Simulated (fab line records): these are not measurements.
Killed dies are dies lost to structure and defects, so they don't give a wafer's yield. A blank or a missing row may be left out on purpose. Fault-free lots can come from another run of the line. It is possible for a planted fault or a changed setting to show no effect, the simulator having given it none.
fab line records | flow ritCmos
record lots=14 wafers=42 lastDay=7
route steps=202 shown PSD@148 CONTACT@177 M1@184
lots untouched by any fault: they come from a run of this same line in which no faults occurred
startH: hours from the record's first day to the start of the lot's first wafer shown | waitH: hours from the lot's prior step to this one | " same as the row above | L1.1+2: one row covering several wafers at once | - no value present, or no start provided | * or withheld: withheld | < > ~ a bound
route shown NAME@n: a module of which the file shows steps, and the number in the route of the first | usual: average and standard deviation across the fault-free wafers | same: alike in all rows | chamber/n: place in a boat | sites: per-site readings | _std_site: the standard deviation of these | _edge_site: outer sites' mean less inner sites' | radiusMm: how far each site lies from the wafer's centre | mask NAME#n: copy n | behind: the most recent tool/chamber to have shaped the wafer | hold: why the lot was held/for how many hours/how that ended | device: the transistor (n, p or np) that didn't switch | end of line: tests of these same wafers at the route's end | for a step that has no rows: nothing shown but its recipe | killed: not the wafer's yield, but the dies lost to structure and defects at the first sort | map: dies across one wafer; x = killed, . = not, _ = none there
set.NAME: setting as actually run; set.NAME@STEP: the setting as run at that earlier step | model.NAME: the simulator's own value behind a step, which no gauge read
a sample of lots followed through the steps of the route, with each step as a table and each wafer as a row
services: from which hour (startH, from the record's first day; less than 0 if before it) a tool's chamber was out of use, for how many hours, and why
## steps
# step RIT_PSD_OVL_MEAS_06
# usual PSD_OVL=-0.8/1.3
# columns lot.wafer tool chamber startH waitH PSD_OVL[nm]
L747.1 overlay-01 - 54.01 - -0.5
L747.4 " - " " 0.1
L747.6 " - " " -2.2
L748.2 overlay-01 - 58.06 - 0.7
L748.3 " - " " -0.1
L748.4 " - " " 0.1
L749.1 overlay-01 - 59.31 - -0.8
L749.2 " - " " -0.7
L749.5 " - " " -2.0
L750.2 overlay-01 - 65.67 - -1.5
L750.5 " - " " -2.2
L750.6 " - " " -2.4
L751.2 overlay-02 - 69.30 - -1.2
L751.3 " - " " -1.7
L751.4 " - " " -3.5
L752.3 overlay-01 - 75.52 - -3.0
L752.4 " - " " -1.6
L752.6 " - " " -2.8
L754.1 overlay-01 - 83.22 - -2.2
L754.2 " - " " -2.3
L754.4 " - " " -1.9
L759.2 overlay-01 - 108.35 - -0.9
L759.3 " - " " -1.2
L759.4 " - " " -1.0
L761.1 overlay-02 - 120.48 - -1.3
L761.2 " - " " -1.6
L761.3 " - " " -2.2
L762.1 overlay-01 - 124.34 - -0.8
L762.2 " - " " 0.1
L762.5 " - " " 2.1
L764.3 overlay-02 - 135.72 - -2.0
L764.4 " - " " -1.3
L764.6 " - " " -0.5
L766.2 overlay-02 - 144.82 - 1.8
L766.3 " - " " 0.7
L766.5 " - " " 2.7
L768.2 overlay-02 - 152.91 - 0.3
L768.4 " - " " 2.1
L768.5 " - " " 0.4
L770.2 overlay-01 - 162.87 - -2.7
L770.5 " - " " -1.4
L770.6 " - " " -0.7
# step RIT_CONTACT_OVL_MEAS_09
# usual CONTACT_OVL=-1.0/1
# columns lot.wafer tool chamber startH waitH CONTACT_OVL[nm]
L747.1 overlay-01 - 57.24 0.1 -0.4
L747.4 " - " " -0.6
L747.6 " - " " -2.1
L748.2 overlay-01 - 61.41 0.1 -0.4
L748.3 " - " " -0.2
L748.4 " - " " -2.7
L749.1 overlay-02 - 62.78 0.1 -1.5
L749.2 " - " " -2.7
L749.5 " - " " -1.8
L750.2 overlay-01 - 68.87 0.1 -1.5
L750.5 " - " " -1.9
L750.6 " - " " -1.3
L751.2 overlay-02 - 72.52 0.1 1.6
L751.3 " - " " 1.3
L751.4 " - " " 0.7
L752.3 overlay-01 - 78.90 0.1 -0.5
L752.4 " - " " -0.6
L752.6 " - " " -0.5
L754.1 overlay-01 - 86.54 0.1 -2.1
L754.2 " - " " -1.8
L754.4 " - " " -2.2
L759.2 overlay-01 - 111.58 0.1 0.4
L759.3 " - " " -0.7
L759.4 " - " " -2.2
L761.1 overlay-02 - 123.95 0.1 -1.7
L761.2 " - " " -0.2
L761.3 " - " " 0.6
L762.1 overlay-01 - 127.78 0.1 -0.6
L762.2 " - " " -1.5
L762.5 " - " " -0.3
L764.3 overlay-02 - 139.20 0.1 -0.1
L764.4 " - " " 0.0
L764.6 " - " " -0.1
L766.2 overlay-01 - 148.35 0.1 -0.8
L766.3 " - " " 0.0
L766.5 " - " " -1.0
L768.2 overlay-02 - 156.31 0.1 0.6
L768.4 " - " " -0.2
L768.5 " - " " -0.5
L770.2 overlay-01 - 166.08 0.1 -1.1
L770.5 " - " " 0.1
L770.6 " - " " -0.1
# step RIT_CONTACT_ETCH_11
# recipe targetDepthA=4800 overEtchFrac=0.2 stopOn=TiSi2 chemistry=CHF3/CF4/Ar target=SiO2 CHF3_flow_sccm=50 cf4FlowSccm=10 Ar_flow_sccm=100 O2_flow_sccm=5 pressureMtorr=100 rfW=200 timeS=320
# usual drypumpMotorCurrentA=5.4/0.45 oesProductAu=0.990/0.018 throttleValvePct=8.93/0.16
# columns lot.wafer tool chamber startH waitH drypumpMotorCurrentA oesProductAu rfHoursCounterH throttleValvePct
L747.1 rieDiel-02 0 57.52 0.1 6.1 0.954 154 8.85
L747.4 " 3 " " 4.9 1.017 78 9.19
L747.6 " 1 " " 5.5 0.985 - 8.82
L748.2 rieDiel-03 0 61.59 0.1 5.3 0.963 102 8.82
L748.3 " 1 " " 5.2 1.001 2 9.03
L748.4 " 2 " " 6.3 0.969 46 9.15
L749.1 rieDiel-02 1 62.97 0.1 5.5 0.981 153 8.81
L749.2 " 0 " " 6.1 0.957 154 8.84
L749.5 " 0 " " 6.1 0.951 - 8.83
L750.2 rieDiel-02 2 69.05 0.1 5.2 0.993 135 8.74
L750.5 " 2 " " 5.2 0.994 - 8.75
L750.6 " 3 " " 4.9 1.020 - 9.20
L751.2 rieDiel-03 3 72.70 0.1 5.4 0.994 117 8.79
L751.3 " 1 " " 5.2 1.001 2 9.03
L751.4 " 2 " " 6.3 0.973 47 9.15
L752.3 rieDiel-03 0 79.08 0.1 5.3 0.968 103 8.82
L752.4 " 2 " " 6.3 0.972 47 9.16
L752.6 " 3 " " 5.4 0.990 - 8.80
L754.1 rieDiel-03 3 86.72 0.1 5.4 0.996 118 8.80
L754.2 " 2 " " 6.3 0.978 47 9.17
L754.4 " 1 " " 5.2 1.015 3 9.04
L759.2 rieDiel-02 1 111.76 0.1 5.5 0.992 154 8.84
L759.3 " 0 " " 6.1 0.960 154 8.84
L759.4 " 3 " " 4.9 1.019 80 9.19
L761.1 rieDiel-03 3 124.13 0.1 5.4 1.002 118 8.80
L761.2 " 0 " " 5.3 0.960 104 8.83
L761.3 " 1 " " 5.2 1.000 3 9.01
L762.1 rieDiel-02 3 127.96 0.1 4.8 1.016 80 9.21
L762.2 " 2 " " 5.2 0.998 137 8.74
L762.5 " 2 " " 5.2 0.988 - 8.74
L764.3 rieDiel-03 1 139.38 0.1 5.2 0.997 4 9.03
L764.4 " 0 " " 5.3 0.967 104 8.84
L764.6 " 2 " " 6.2 0.971 - 9.15
L766.2 rieDiel-01 1 148.53 0.1 4.7 0.992 17 8.88
L766.3 " 2 " " 5.7 1.018 2 8.91
L766.5 " 0 " " 4.8 0.980 - 8.93
L768.2 rieDiel-02 2 156.49 0.1 5.2 0.994 137 8.75
L768.4 " 2 " " 5.3 0.993 - 8.74
L768.5 " 0 " " 6.1 0.998 - 8.84
L770.2 rieDiel-01 0 166.26 0.1 4.9 0.965 34 8.91
L770.5 " 1 " " 4.7 0.984 - 8.87
L770.6 " 2 " " 5.7 1.011 - 8.92
# step RIT_M1_SPUTTER_00
# recipe material=Al targetThkNm=400 powerW=2000 chamberPressurePa=0.4 gas=Ar timeS=500 substrateTempC=25
# usual chamberPressurePa=0.4000/0.00075 throttleValvePct=30.2/1.2
# columns lot.wafer tool chamber startH waitH chamberPressurePa throttleValvePct
L747.1 pvdSputter-04 - 58.37 0.0 0.3999 31.2
L747.4 " - " " 0.3994 31.5
L747.6 " - " " 0.4002 31.3
L748.2 pvdSputter-01 - 62.45 0.0 0.3987 29.9
L748.3 " - " " 0.3998 29.7
L748.4 " - " " 0.4005 28.5
L749.1 pvdSputter-04 - 63.83 0.0 0.3995 29.2
L749.2 " - " " 0.4000 31.7
L749.5 " - " " 0.4007 31.2
L750.2 pvdSputter-03 - 69.90 0.0 0.3989 29.7
L750.5 " - " " 0.4006 29.8
L750.6 " - " " 0.3995 29.6
L751.2 pvdSputter-04 - 73.55 0.0 0.3994 30.9
L751.3 " - " " 0.4006 29.1
L751.4 " - " " 0.4001 31.5
L752.3 pvdSputter-03 - 79.92 0.0 0.4001 29.8
L752.4 " - " " 0.3996 29.8
L752.6 " - " " 0.3998 29.7
L754.1 pvdSputter-04 - 87.56 0.0 0.4007 31.4
L754.2 " - " " 0.3996 29.3
L754.4 " - " " 0.4009 29.3
L759.2 pvdSputter-01 - 112.60 0.0 0.4657 27.4
L759.3 " - " " 0.4672 26.2
L759.4 " - " " 0.4655 29.7
L761.1 pvdSputter-01 - 124.97 0.0 0.4665 26.0
L761.2 " - " " 0.4656 27.7
L761.3 " - " " 0.4674 30.0
L762.1 pvdSputter-04 - 128.80 0.0 0.4010 29.6
L762.2 " - " " 0.3986 31.3
L762.5 " - " " 0.4006 29.5
L764.3 pvdSputter-04 - 140.21 0.0 0.3997 30.9
L764.4 " - " " 0.3998 31.7
L764.6 " - " " 0.3996 29.7
L766.2 pvdSputter-04 - 149.37 0.0 0.3993 31.6
L766.3 " - " " 0.4016 29.9
L766.5 " - " " 0.4000 31.7
L768.2 pvdSputter-04 - 157.36 0.0 0.4005 29.4
L768.4 " - " " 0.4002 31.2
L768.5 " - " " 0.4002 28.9
L770.2 pvdSputter-04 - 167.17 0.0 0.4009 31.4
L770.5 " - " " 0.4010 28.9
L770.6 " - " " 0.3988 29.5
# step RIT_M1_RS_MEAS_01
# recipe thkMeasGauge=four-point-probe reads=Al_of_M1_SPUTTER_00
# usual M1_AL_RS=0.0737/0.00094
# columns lot.wafer tool chamber startH waitH hold M1_AL_RS[ohm/sq]
L747.1 filmMetro-04 - 58.67 0.1 - 0.0737
L747.4 " - " " - 0.0741
L747.6 " - " " - 0.0738
L748.2 filmMetro-04 - 62.76 0.2 - 0.0738
L748.3 " - " " - 0.0748
L748.4 " - " " - 0.0755
L749.1 filmMetro-04 - 64.12 0.1 - 0.0735
L749.2 " - " " - 0.0746
L749.5 " - " " - 0.0732
L750.2 filmMetro-03 - 70.22 0.2 - 0.0756
L750.5 " - " " - 0.0754
L750.6 " - " " - 0.0755
L751.2 filmMetro-01 - 73.86 0.2 - 0.0736
L751.3 " - " " - 0.0722
L751.4 " - " " - 0.0746
L752.3 filmMetro-04 - 80.25 0.2 - 0.0742
L752.4 " - " " - 0.0738
L752.6 " - " " - 0.0739
L754.1 filmMetro-01 - 87.86 0.1 - 0.0748
L754.2 " - " " - 0.0733
L754.4 " - " " - 0.0732
L759.2 filmMetro-04 - 112.91 0.2 - 0.0765
L759.3 " - " " - 0.0775
L759.4 " - " " - 0.0759
L761.1 filmMetro-01 - 125.27 0.1 awaitDispo/0.2h/release 0.0775
L761.2 " - " " awaitDispo/0.2h/release 0.0767
L761.3 " - " " awaitDispo/0.2h/release 0.0775
L761.1 filmMetro-01 - 125.55 0.3 - 0.0776
L761.2 " - " " - 0.0767
L761.3 " - " " - 0.0776
L762.1 filmMetro-03 - 129.10 0.1 - 0.0746
L762.2 " - " " - 0.0725
L762.5 " - " " - 0.0743
L764.3 filmMetro-01 - 140.55 0.2 - 0.0741
L764.4 " - " " - 0.0749
L764.6 " - " " - 0.0759
L766.2 filmMetro-04 - 149.68 0.2 - 0.0733
L766.3 " - " " - 0.0740
L766.5 " - " " - 0.0741
L768.2 filmMetro-01 - 157.68 0.2 - 0.0750
L768.4 " - " " - 0.0744
L768.5 " - " " - 0.0743
L770.2 filmMetro-04 - 167.48 0.2 - 0.0725
L770.5 " - " " - 0.0730
L770.6 " - " " - 0.0732
# step RIT_M1_PROBE_99
# usual defectLimitedYield=97.6/1.1 killedAtContacts=0.1/0.27 killedAtFrontEnd=6.1/2.9 killedDies=6.2/2.9 killedOpen=3.2/1.9 killedShort=3/1.9 sort_bin_3_pad_short=0.1/0.2 sort_bin_5_function=1.3/0.77 sort_bin_6_memory=0.9/0.64 sortNPass=257.8/2.9 sortYieldPct=97.6/1.1
# same grossDies=264 killed_at_M0_to_M3=0 killed_at_M4_up=0 killedAtBackSide=0 killedAtOther=0
# columns lot.wafer tool chamber startH waitH defectLimitedYield[%] killedAtContacts killedAtFrontEnd killedDies killedOpen killedShort sort_bin_3_pad_short[%] sort_bin_5_function[%] sort_bin_6_memory[%] sortNPass sortYieldPct[%]
L747.1 prober-02 - 62.46 0.1 98.1 0 5 5 3 2 0.4 1.1 0.4 259.0 98.1
L747.4 prober-02 - 62.61 0.2 97.3 0 7 7 6 1 0 1.5 1.1 257.0 97.3
L747.6 prober-02 - 62.71 0.2 98.1 0 5 5 0 5 0.4 0.8 0.8 259.0 98.1
L748.2 prober-01 - 66.92 0.1 97.7 0 6 6 2 4 0 1.5 0.8 258.0 97.7
L748.3 prober-01 - 66.97 0.2 99.2 0 2 2 2 0 0 0.8 0 262.0 99.2
L748.4 prober-01 - 67.02 0.2 96.6 0 9 9 4 5 0.4 1.5 1.5 255.0 96.6
L749.1 prober-02 - 68.37 0.1 97.0 0 8 8 3 5 0 2.3 0.8 256.0 97.0
L749.2 prober-02 - 68.42 0.1 97.7 0 6 6 3 3 0 1.9 0.4 258.0 97.7
L749.5 prober-02 - 68.57 0.2 96.2 0 10 10 7 3 0 3.0 0.8 254.0 96.2
L750.2 prober-01 - 75.11 0.1 95.8 1 10 11 7 4 0 1.5 2.7 253.0 95.8
L750.5 prober-01 - 75.26 0.2 97.0 0 8 8 5 3 0 1.5 1.5 256.0 97.0
L750.6 prober-01 - 75.31 0.2 95.5 0 12 12 5 7 0 2.3 2.3 252.0 95.5
L751.2 prober-02 - 77.73 0.1 96.2 0 10 10 6 4 0 2.7 1.1 254.0 96.2
L751.3 prober-02 - 77.78 0.2 98.9 0 3 3 1 2 0 1.1 0 261.0 98.9
L751.4 prober-02 - 77.83 0.2 98.5 0 4 4 3 1 0 1.1 0.4 260.0 98.5
L752.3 prober-02 - 84.03 0.2 98.1 0 5 5 2 3 0.4 0.8 0.8 259.0 98.1
L752.4 prober-02 - 84.08 0.2 99.2 0 2 2 1 1 0 0 0.8 262.0 99.2
L752.6 prober-02 - 84.18 0.2 99.2 0 2 2 0 2 0 0.8 0 262.0 99.2
L754.1 prober-02 - 91.63 0.1 97.0 0 8 8 6 2 0 1.9 1.1 256.0 97.0
L754.2 prober-02 - 91.68 0.1 96.2 0 10 10 4 6 0 1.9 1.9 254.0 96.2
L754.4 prober-02 - 91.78 0.2 98.9 0 3 3 2 1 0 0.4 0.8 261.0 98.9
L759.2 prober-02 - 116.75 0.1 98.5 0 4 4 2 2 0.4 0.8 0.4 260.0 98.5
L759.3 prober-02 - 116.80 0.2 96.6 1 8 9 4 5 0 1.9 1.5 255.0 96.6
L759.4 prober-02 - 116.85 0.2 95.5 0 12 12 7 5 0.4 2.3 1.9 252.0 95.5
L761.1 prober-02 - 131.48 0.1 98.1 0 5 5 2 3 0 1.9 0 259.0 98.1
L761.2 prober-02 - 131.53 0.1 97.0 0 8 8 5 3 0 2.3 0.8 256.0 97.0
L761.3 prober-02 - 131.58 0.2 99.6 1 0 1 1 0 0 0 0.4 263.0 99.6
L762.1 prober-01 - 133.34 0.1 96.6 0 9 9 3 6 0.4 2.3 0.8 255.0 96.6
L762.2 prober-01 - 133.39 0.1 98.1 0 5 5 1 4 0 0.8 1.1 259.0 98.1
L762.5 prober-01 - 133.54 0.2 97.3 0 7 7 3 4 0 1.9 0.8 257.0 97.3
L764.3 prober-01 - 144.49 0.2 100.0 0 0 0 0 0 0 0 0 264.0 100.0
L764.4 prober-01 - 144.54 0.2 97.3 0 7 7 5 2 0 1.9 0.8 257.0 97.3
L764.6 prober-01 - 144.64 0.2 97.7 0 6 6 3 3 0 0.8 1.5 258.0 97.7
L766.2 prober-01 - 154.18 0.1 97.3 0 7 7 2 5 0.8 1.5 0.4 257.0 97.3
L766.3 prober-01 - 154.23 0.2 97.0 0 8 8 5 3 0.4 1.1 1.5 256.0 97.0
L766.5 prober-01 - 154.33 0.2 96.6 0 9 9 5 4 0 1.1 2.3 255.0 96.6
L768.2 prober-01 - 161.58 0.1 97.3 0 7 7 2 5 0 1.5 1.1 257.0 97.3
L768.4 prober-01 - 161.68 0.2 95.5 0 12 12 5 7 0.8 2.3 1.5 252.0 95.5
L768.5 prober-01 - 161.73 0.2 97.0 0 8 8 3 5 0.4 1.1 1.5 256.0 97.0
L770.2 prober-01 - 174.28 0.1 98.1 0 5 5 3 2 0 0.4 1.5 259.0 98.1
L770.5 prober-01 - 174.43 0.2 97.7 0 6 6 5 1 0 1.9 0.4 258.0 97.7
L770.6 prober-01 - 174.48 0.2 97.3 0 7 7 4 3 0 0.8 1.9 257.0 97.3
# killed by level:class
L747.1 SPACER:geometricParticle:open=2 FOX1:geometricParticle:short=1 GATE:geometricParticle:short=1 GATE:geometricParticle:open=1
L747.4 SPACER:geometricParticle:open=3 GATE:geometricParticle:short=1 GATE:geometricParticle:open=1 REOX:geometricParticle:open=1 SILICIDE:geometricParticle:open=1
L747.6 GATE:geometricParticle:short=3 FOX2:geometricParticle:short=1 REOX:geometricParticle:short=1
L748.2 FOX1:geometricParticle:open=2 GATE:geometricParticle:short=1 REOX:geometricParticle:short=1 SPACER:geometricParticle:short=1 SILICIDE:geometricParticle:short=1
L748.3 GATE:geometricParticle:open=1 REOX:geometricParticle:open=1
L748.4 SPACER:geometricParticle:short=3 ACTIVE:geometricParticle:short=1 FOX1:geometricParticle:short=1 GATE:geometricParticle:open=1 REOX:geometricParticle:open=1 SPACER:geometricParticle:open=1 SILICIDE:geometricParticle:open=1
L749.1 GATE:geometricParticle:short=3 GATE:geometricParticle:open=2 FOX2:geometricParticle:open=1 REOX:geometricParticle:short=1 SPACER:geometricParticle:short=1
L749.2 GATE:geometricParticle:short=2 FOX1:geometricParticle:open=1 FOX1:geometricParticle:short=1 SPACER:geometricParticle:open=1 SILICIDE:geometricParticle:open=1
L749.5 GATE:geometricParticle:open=5 FOX1:geometricParticle:short=2 FOX1:geometricParticle:open=1 SPACER:geometricParticle:open=1 SILICIDE:geometricParticle:short=1
L750.2 GATE:geometricParticle:short=4 FOX1:geometricParticle:open=3 GATE:geometricParticle:open=2 REOX:geometricParticle:open=1 CONTACT:geometricParticle:open=1
L750.5 GATE:geometricParticle:open=3 GATE:geometricParticle:short=2 FOX1:geometricParticle:open=1 REOX:geometricParticle:short=1 SPACER:geometricParticle:open=1
L750.6 GATE:geometricParticle:open=3 FOX1:geometricParticle:short=2 GATE:geometricParticle:short=2 SILICIDE:geometricParticle:open=2 FOX2:geometricParticle:short=1 SPACER:geometricParticle:short=1 SILICIDE:geometricParticle:short=1
L751.2 REOX:geometricParticle:short=2 GATE:geometricParticle:open=2 FOX2:geometricParticle:open=1 FOX2:geometricParticle:short=1 REOX:geometricParticle:open=1 SPACER:geometricParticle:short=1 SPACER:geometricParticle:open=1 SILICIDE:geometricParticle:open=1
L751.3 FOX2:geometricParticle:open=1 SPACER:geometricParticle:short=1 STARTING-WAFER:geometricParticle:short=1
L751.4 FOX2:geometricParticle:open=1 GATE:geometricParticle:open=1 GATE:geometricParticle:short=1 SILICIDE:geometricParticle:open=1
L752.3 SILICIDE:geometricParticle:short=3 GATE:geometricParticle:open=1 SPACER:geometricParticle:open=1
L752.4 SPACER:geometricParticle:short=1 SPACER:geometricParticle:open=1
L752.6 FOX1:geometricParticle:short=1 GATE:geometricParticle:short=1
L754.1 FOX2:geometricParticle:open=2 GATE:geometricParticle:short=2 FOX1:geometricParticle:open=1 GATE:geometricParticle:open=1 REOX:geometricParticle:open=1 SPACER:geometricParticle:open=1
L754.2 GATE:geometricParticle:open=4 GATE:geometricParticle:short=2 SILICIDE:geometricParticle:short=2 REOX:geometricParticle:short=1 SPACER:geometricParticle:short=1
L754.4 FOX2:geometricParticle:open=1 GATE:geometricParticle:open=1 REOX:geometricParticle:short=1
L759.2 FOX1:geometricParticle:open=2 FOX2:geometricParticle:short=1 SPACER:geometricParticle:short=1
L759.3 GATE:geometricParticle:short=2 SPACER:geometricParticle:short=2 FOX1:geometricParticle:open=1 FOX2:geometricParticle:open=1 SILICIDE:geometricParticle:open=1 SILICIDE:geometricParticle:short=1 CONTACT:geometricParticle:open=1
L759.4 GATE:geometricParticle:open=6 FOX1:geometricParticle:short=3 GATE:geometricParticle:short=2 REOX:geometricParticle:open=1
L761.1 SPACER:geometricParticle:short=2 FOX1:geometricParticle:short=1 GATE:geometricParticle:open=1 SILICIDE:geometricParticle:open=1
L761.2 GATE:geometricParticle:open=3 SILICIDE:geometricParticle:short=2 FOX1:geometricParticle:short=1 FOX1:geometricParticle:open=1 SPACER:geometricParticle:open=1
L761.3 CONTACT:geometricParticle:open=1
L762.1 GATE:geometricParticle:short=4 REOX:geometricParticle:short=2 FOX1:geometricParticle:open=1 GATE:geometricParticle:open=1 SILICIDE:geometricParticle:open=1
L762.2 FOX1:geometricParticle:short=2 FOX1:geometricParticle:open=1 GATE:geometricParticle:short=1 REOX:geometricParticle:short=1
L762.5 FOX1:geometricParticle:short=2 FOX2:geometricParticle:open=1 REOX:geometricParticle:short=1 REOX:geometricParticle:open=1 SPACER:geometricParticle:open=1 SILICIDE:geometricParticle:short=1
L764.3
L764.4 GATE:geometricParticle:open=4 SILICIDE:geometricParticle:short=2 SILICIDE:geometricParticle:open=1
L764.6 FOX1:geometricParticle:short=2 GATE:geometricParticle:open=2 GATE:geometricParticle:short=1 SPACER:geometricParticle:open=1
L766.2 GATE:geometricParticle:short=4 FOX2:geometricParticle:open=2 FOX1:geometricParticle:short=1
L766.3 SPACER:geometricParticle:open=4 GATE:geometricParticle:open=1 GATE:geometricParticle:short=1 REOX:geometricParticle:short=1 SPACER:geometricParticle:short=1
L766.5 FOX2:geometricParticle:short=2 SPACER:geometricParticle:short=2 SPACER:geometricParticle:open=2 FOX1:geometricParticle:open=1 GATE:geometricParticle:open=1 REOX:geometricParticle:open=1
L768.2 GATE:geometricParticle:short=2 REOX:geometricParticle:short=2 FOX1:geometricParticle:open=1 GATE:geometricParticle:open=1 SPACER:geometricParticle:short=1
L768.4 GATE:geometricParticle:short=5 GATE:geometricParticle:open=3 REOX:geometricParticle:open=2 FOX1:geometricParticle:short=1 SPACER:geometricParticle:short=1
L768.5 GATE:geometricParticle:short=2 REOX:geometricParticle:short=2 FOX2:geometricParticle:open=1 FOX2:geometricParticle:short=1 REOX:geometricParticle:open=1 SILICIDE:geometricParticle:open=1
L770.2 GATE:geometricParticle:short=2 GATE:geometricParticle:open=2 FOX1:geometricParticle:open=1
L770.5 GATE:geometricParticle:open=2 SPACER:geometricParticle:open=2 FOX1:geometricParticle:open=1 GATE:geometricParticle:short=1
L770.6 SPACER:geometricParticle:open=2 FOX2:geometricParticle:short=1 GATE:geometricParticle:open=1 GATE:geometricParticle:short=1 REOX:geometricParticle:open=1 SILICIDE:geometricParticle:short=1
## services
# columns tool chamber startH hours kind
rieDiel-01 2 37.40 - clean
rieDiel-01 2 37.40 17.1 scheduledDown
rieDiel-01 2 37.40 17.1 ventCycle
rieDiel-03 - 47.60 1.2 repair
rieDiel-01 - 50.60 2.8 pm
rieDiel-02 - 80.15 2.8 pm
pvdSputter-01 - 80.20 2.9 repair
rieDiel-02 - 96.14 0.3 repair
rieDiel-02 0 126.73 - clean
rieDiel-02 0 126.73 15.0 scheduledDown
rieDiel-02 0 126.73 15.0 ventCycle
pvdSputter-03 - 130.94 1.0 repair
rieDiel-02 1 141.74 - clean
rieDiel-02 1 141.74 16.6 scheduledDown
rieDiel-02 1 141.74 16.6 ventCycle
rieDiel-03 3 143.22 4.3 repair
rieDiel-02 - 147.02 0.3 repair
rieDiel-01 3 166.19 - clean
## key
firstSign step=RIT_M1_SPUTTER_00 reading=chamberPressurePa direction=up sigmas=88 usual=0.4000 struck=0.4663
effect step=RIT_M1_SPUTTER_00 reading=throttleValvePct direction=down sigmas=2 usual=30.2 struck=27.8 wafersMoved=2
effect step=RIT_M1_RS_MEAS_01 reading=visit direction=added
metAt RIT_M1_SPUTTER_00
struckLots L759,L761
notActingAt RIT_PSD_OVL_MEAS_06,RIT_CONTACT_OVL_MEAS_09,RIT_CONTACT_ETCH_11
onsetBetween 62.45 112.60
fault kind=processParameterDrift tool=pvdSputter-01 chamber=- onsetH=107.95 steps=RIT_M1_SPUTTER_00 channel=chamberPressurePa offset=0.06652 shape=step endH=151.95 actsIn=theseRecipesOnly stated=0.4
